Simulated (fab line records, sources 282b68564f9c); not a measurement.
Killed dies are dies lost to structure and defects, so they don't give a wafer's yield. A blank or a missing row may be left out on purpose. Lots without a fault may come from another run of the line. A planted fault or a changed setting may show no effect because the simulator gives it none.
fab line records | flow rit_cmos
record lots=14 wafers=42 last_day=7
route steps=202 shown ACTIVE@1 PRETRO@72 CONTACT@169 M1@202
lots that met no fault: from a run of the same line without faults
start_h: hours from the record's first day to the start of the lot's first wafer shown | wait_h: hours since the lot's step before | " the same as in the row above | L1.1+2: a row that stands for several wafers | - no value, or no start given | * or withheld: withheld | < > ~ a bound
route shown NAME@n: a module of which the file shows steps, and the number in the route of the first | usual: mean/standard deviation of fault-free wafers | same: alike in all rows | chamber/n: place in a boat | sites: the reading at each site | _std_site: their standard deviation | _edge_site: outer sites' mean less inner sites' | radius_mm: how far each site lies from the wafer's centre | mask NAME#n: copy n | behind: the tool/chamber that last shaped the wafer | hold: why the lot was held/for how many hours/how that ended | device: the transistor (n, p or np) that didn't switch | end of line: the same wafers' tests at the end of the route | a step without rows: its recipe alone | killed: dies lost to structure and defects at the first sort, not the wafer's yield | map: a wafer's dies, x killed, . not, _ none there
set.NAME: the setting as run; set.NAME@STEP: as run at that earlier step | model.NAME: the simulator's own value behind a step, which no gauge read
steps of the route over a sample of lots; a table a step, a row a wafer
services: from which hour (start_h, from the record's first day; less than 0 if before it) a tool's chamber was out of use, for how many hours, and why
## steps
# step RIT_ACTIVE_BOW_MEAS_00
# recipe mode=bow
# usual INCOMING_BOW=0/6
# columns lot.wafer tool chamber start_h wait_h INCOMING_BOW[um]
L245.1 film_metro-04 - 10.00 - -10
L245.4 " - " " -13
L245.6 " - " " -5
L246.2 film_metro-04 - 15.02 - 1
L246.3 " - " " -7
L246.6 " - " " 1
L247.2 film_metro-01 - 20.02 - 7
L247.3 " - " " -5
L247.4 " - " " 7
L248.3 film_metro-04 - 25.04 - -8
L248.4 " - " " 5
L248.6 " - " " 16
L249.1 film_metro-01 - 30.00 - -7
L249.4 " - " " 3
L249.5 " - " " 4
L250.3 film_metro-03 - 35.04 - 8
L250.5 " - " " 4
L250.6 " - " " 5
L253.2 film_metro-04 - 50.02 - 8
L253.4 " - " " 4
L253.6 " - " " 6
L254.1 film_metro-03 - 55.00 - 7
L254.4 " - " " 1
L254.5 " - " " 5
L255.1 film_metro-04 - 60.00 - 8
L255.3 " - " " 2
L255.6 " - " " -1
L256.1 film_metro-04 - 65.00 - 4
L256.2 " - " " 5
L256.5 " - " " 0
L257.4 film_metro-03 - 70.06 - -8
L257.5 " - " " -1
L257.6 " - " " 8
L262.1 film_metro-04 - 95.00 - 4
L262.2 " - " " 0
L262.4 " - " " -1
L265.1 film_metro-03 - 110.00 - -4
L265.2 " - " " 5
L265.3 " - " " -1
L266.1 film_metro-03 - 115.00 - 2
L266.3 " - " " -7
L266.6 " - " " -4
# step RIT_PRETRO_IMPLANT_08
# recipe species=B energy_kev=45 dose_cm2=1.2e+13 tilt_deg=7
# usual beam_energy_keV=45.001/0.014
# columns lot.wafer tool chamber start_h wait_h beam_energy_keV
L245.1 implanter-02 0 33.84 0.2 44.969
L245.4 " 0 " " 44.995
L245.6 " 0 " " 44.970
L246.2 implanter-01 0 38.11 0.2 44.980
L246.3 " 0 " " 44.992
L246.6 " 0 " " 45.013
L247.2 implanter-01 0 41.70 0.2 45.013
L247.3 " 0 " " 44.995
L247.4 " 0 " " 45.011
L248.3 implanter-01 0 47.77 0.2 44.989
L248.4 " 0 " " 44.992
L248.6 " 0 " " 45.007
L249.1 implanter-01 0 54.75 0.2 44.976
L249.4 " 0 " " 44.982
L249.5 " 0 " " 44.979
L250.3 implanter-01 0 59.67 0.2 45.005
L250.5 " 0 " " 45.022
L250.6 " 0 " " 45.013
L253.2 implanter-01 0 72.68 0.2 44.403
L253.4 " 0 " " 44.415
L253.6 " 0 " " 44.404
L254.1 implanter-02 0 77.61 0.2 44.982
L254.4 " 0 " " 45.004
L254.5 " 0 " " 45.016
L255.1 implanter-04 0 82.57 0.2 45.028
L255.3 " 0 " " 45.005
L255.6 " 0 " " 45.022
L256.1 implanter-04 0 89.35 0.2 45.020
L256.2 " 0 " " 45.008
L256.5 " 0 " " 45.002
L257.4 implanter-01 0 102.06 0.2 44.389
L257.5 " 0 " " 44.377
L257.6 " 0 " " 44.385
L262.1 implanter-02 0 122.03 0.2 44.998
L262.2 " 0 " " 45.003
L262.4 " 0 " " 45.009
L265.1 implanter-02 0 134.93 0.2 45.001
L265.2 " 0 " " 44.996
L265.3 " 0 " " 45.016
L266.1 implanter-04 0 138.06 0.2 44.986
L266.3 " 0 " " 45.003
L266.6 " 0 " " 44.996
# step RIT_CONTACT_THK_MEAS_01
# recipe reads=SiO2_of_CONTACT_CVD_00
# usual CONTACT_TEOS_THK=399/5.2
# columns lot.wafer tool chamber start_h wait_h CONTACT_TEOS_THK[nm]
L245.1 film_metro-02 - 52.83 0.0 396
L245.4 " - " " 399
L245.6 " - " " 400
L246.2 film_metro-01 - 59.63 0.0 397
L246.3 " - " " 395
L246.6 " - " " 407
L247.2 film_metro-02 - 62.26 0.0 389
L247.3 " - " " 388
L247.4 " - " " 398
L248.3 film_metro-04 - 69.85 0.0 402
L248.4 " - " " 408
L248.6 " - " " 404
L249.1 film_metro-01 - 75.42 0.0 401
L249.4 " - " " 404
L249.5 " - " " 406
L250.3 film_metro-01 - 80.88 0.0 394
L250.5 " - " " 402
L250.6 " - " " 401
L253.2 film_metro-04 - 98.81 0.0 393
L253.4 " - " " 399
L253.6 " - " " 406
L254.1 film_metro-01 - 104.60 0.1 392
L254.4 " - " " 393
L254.5 " - " " 394
L255.1 film_metro-02 - 108.23 0.0 392
L255.3 " - " " 392
L255.6 " - " " 405
L256.1 film_metro-02 - 112.39 0.0 396
L256.2 " - " " 393
L256.5 " - " " 403
L257.4 film_metro-02 - 125.34 0.0 408
L257.5 " - " " 399
L257.6 " - " " 397
L262.1 film_metro-01 - 141.15 0.0 403
L262.2 " - " " 397
L262.4 " - " " 408
L265.1 film_metro-02 - 154.49 0.0 394
L265.2 " - " " 396
L265.3 " - " " 397
L266.1 film_metro-04 - 157.74 0.0 391
L266.3 " - " " 391
L266.6 " - " " 401
# step RIT_CONTACT_STRIP_12
# recipe chemistry=O2 time_s=180 resist=NOVOLAK platen_temp_c=withheld power_w=500 pressure_mtorr=4000 o2_flow_sccm=4000
# usual drypump_motor_current_A=5.69/0.2 o2_flow_sccm=3998/13
# columns lot.wafer tool chamber start_h wait_h drypump_motor_current_A o2_flow_sccm rf_hours_counter_h
L245.1 plasma_asher-02 1 54.50 0.1 5.64 3989 28
L245.4 " 0 " " 5.60 3996 -
L245.6 " 1 " " 5.64 3989 -
L246.2 plasma_asher-01 1 61.21 0.1 5.74 4004 43
L246.3 " 1 " " 5.76 3998 -
L246.6 " 0 " " 5.71 3994 -
L247.2 plasma_asher-01 0 63.78 0.1 5.66 3997 43
L247.3 " 0 " " 5.66 3992 -
L247.4 " 1 " " 5.78 4005 -
L248.3 plasma_asher-01 0 71.55 0.2 5.67 3991 -
L248.4 " 1 " " 5.77 3983 -
L248.6 " 0 " " 5.66 4017 -
L249.1 plasma_asher-01 0 76.95 0.1 5.69 4002 44
L249.4 " 1 " " 5.70 4006 -
L249.5 " 0 " " 5.69 3984 -
L250.3 plasma_asher-04 0 82.44 0.2 6.10 4008 -
L250.5 " 0 " " 6.12 3995 -
L250.6 " 1 " " 5.28 3995 -
L253.2 plasma_asher-01 0 100.33 0.1 5.67 4013 46
L253.4 " 1 " " 5.80 4020 -
L253.6 " 1 " " 5.75 4009 -
L254.1 plasma_asher-01 1 106.25 0.1 5.78 3995 47
L254.4 " 1 " " 5.80 3975 -
L254.5 " 0 " " 5.64 4006 -
L255.1 plasma_asher-01 1 109.81 0.1 5.78 4019 48
L255.3 " 0 " " 5.65 3995 -
L255.6 " 1 " " 5.81 3988 -
L256.1 plasma_asher-01 0 113.91 0.1 5.65 3988 49
L256.2 " 1 " " 5.74 3999 49
L256.5 " 0 " " 5.66 4014 -
L257.4 plasma_asher-02 0 126.90 0.2 5.65 3980 -
L257.5 " 1 " " 5.65 3988 -
L257.6 " 0 " " 5.65 3984 -
L262.1 plasma_asher-02 0 142.82 0.1 5.62 4004 36
L262.2 " 1 " " 5.64 3983 36
L262.4 " 0 " " 5.63 4007 -
L265.1 plasma_asher-02 1 156.22 0.1 5.65 4018 37
L265.2 " 0 " " 5.59 3994 37
L265.3 " 1 " " 5.64 4008 -
L266.1 plasma_asher-01 0 159.39 0.1 5.64 3998 54
L266.3 " 0 " " 5.65 3991 -
L266.6 " 0 " " 5.67 3998 -
# step RIT_M1_PROBE_99
# usual killed_at_M0_to_M3=0.0/0.25 killed_at_contacts=0.0/0.18 killed_at_front_end=7/3.4 killed_dies=7/3.4 killed_open=3.7/2.2 killed_short=3.6/2.2
# same gross_dies=264 killed_at_M4_up=0 killed_at_back_side=0 killed_at_other=0
# columns lot.wafer tool chamber start_h wait_h killed_at_M0_to_M3 killed_at_contacts killed_at_front_end killed_dies killed_open killed_short
L245.1 prober-02 - 59.17 0.1 0 0 10 10 4 6
L245.4 prober-02 - 59.32 0.2 0 0 8 8 5 3
L245.6 prober-02 - 59.42 0.2 0 0 7 7 5 2
L250.3 prober-01 - 87.27 0.2 0 0 6 6 2 4
L250.5 prober-01 - 87.37 0.2 0 0 6 6 4 2
L250.6 prober-01 - 87.42 0.2 1 0 4 5 2 3
L262.1 prober-02 - 147.49 0.1 0 0 7 7 2 5
L262.2 prober-02 - 147.54 0.1 0 0 8 8 4 4
L262.4 prober-02 - 147.64 0.2 0 0 3 3 0 3
L265.1 prober-02 - 160.92 0.1 0 0 8 8 3 5
L265.2 prober-02 - 160.97 0.1 0 0 6 6 1 5
L265.3 prober-02 - 161.02 0.2 0 0 4 4 1 3
L266.1 prober-01 - 164.06 0.1 0 0 5 5 3 2
L266.3 prober-01 - 164.16 0.2 0 0 6 6 3 3
L266.6 prober-01 - 164.31 0.2 0 0 0 0 0 0
# killed by level:class
L245.1 GATE:geometric_particle:short=3 FOX2:geometric_particle:open=2 FOX1:geometric_particle:short=1 FOX2:geometric_particle:short=1 GATE:geometric_particle:open=1 SILICIDE:geometric_particle:short=1 SILICIDE:geometric_particle:open=1
L245.4 GATE:geometric_particle:open=4 FOX1:geometric_particle:short=2 GATE:geometric_particle:short=1 SPACER:geometric_particle:open=1
L245.6 FOX2:geometric_particle:open=2 SPACER:geometric_particle:open=2 FOX1:geometric_particle:short=1 FOX1:geometric_particle:open=1 FOX2:geometric_particle:short=1
L250.3 FOX2:geometric_particle:short=2 GATE:geometric_particle:short=2 GATE:geometric_particle:open=1 SILICIDE:geometric_particle:open=1
L250.5 GATE:geometric_particle:open=3 ACTIVE:geometric_particle:short=1 FOX1:geometric_particle:open=1 FOX1:geometric_particle:short=1
L250.6 GATE:geometric_particle:short=2 FOX1:geometric_particle:open=1 GATE:geometric_particle:open=1 M1:geometric_particle:short=1
L262.1 SILICIDE:geometric_particle:short=3 SILICIDE:geometric_particle:open=2 SPACER:geometric_particle:short=2
L262.2 GATE:geometric_particle:open=2 SPACER:geometric_particle:short=2 GATE:geometric_particle:short=1 REOX:geometric_particle:short=1 SPACER:geometric_particle:open=1 SILICIDE:geometric_particle:open=1
L262.4 GATE:geometric_particle:short=2 SILICIDE:geometric_particle:short=1
L265.1 FOX2:geometric_particle:short=3 SPACER:geometric_particle:open=2 REOX:geometric_particle:open=1 REOX:geometric_particle:short=1 SPACER:geometric_particle:short=1
L265.2 SPACER:geometric_particle:short=3 REOX:geometric_particle:open=1 REOX:geometric_particle:short=1 SILICIDE:geometric_particle:short=1
L265.3 FOX1:geometric_particle:short=1 GATE:geometric_particle:short=1 REOX:geometric_particle:open=1 SPACER:geometric_particle:short=1
L266.1 SPACER:geometric_particle:open=2 FOX1:geometric_particle:open=1 FOX1:geometric_particle:short=1 GATE:geometric_particle:short=1
L266.3 FOX1:geometric_particle:open=1 FOX2:geometric_particle:short=1 GATE:geometric_particle:open=1 GATE:geometric_particle:short=1 SPACER:geometric_particle:open=1 SPACER:geometric_particle:short=1
## services
# columns tool chamber start_h hours kind
implanter-04 - 13.28 28.8 repair
implanter-01 - 16.89 2.6 repair
implanter-02 - 87.65 5.7 repair
implanter-01 - 91.33 1.1 repair
plasma_asher-02 - 104.47 14.6 pm
plasma_asher-04 - 108.84 9.0 pm
plasma_asher-04 0 108.84 9.0 vent_cycle
plasma_asher-04 1 108.84 9.0 vent_cycle
plasma_asher-04 0 117.84 - clean
plasma_asher-04 1 117.84 - clean
implanter-02 - 140.11 1.0 repair
## key
first_sign step=RIT_PRETRO_IMPLANT_08 reading=beam_energy_keV direction=down sigmas=43 usual=45.001 struck=44.396
effect none on later readings
met_at RIT_PRETRO_IMPLANT_08
struck_lots L253,L257
tester_left_out L253,L257
not_acting_at RIT_ACTIVE_BOW_MEAS_00,RIT_CONTACT_THK_MEAS_01,RIT_CONTACT_STRIP_12
onset_between 59.67 72.68
fault kind=process_parameter_drift tool=implanter-01 chamber=- onset_h=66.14 steps=RIT_PRETRO_IMPLANT_08 channel=energy_kev offset=-0.60804 shape=step end_h=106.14 acts_in=these_recipes_only stated=45
# tester_left_out: of these lots the tester's yield and bins aren't shown, on N5 and GAA mostly nor the transistor test; their killed dies are dies lost to structure and defects alone, not to doping, threshold or leakage, so they don't give the yield
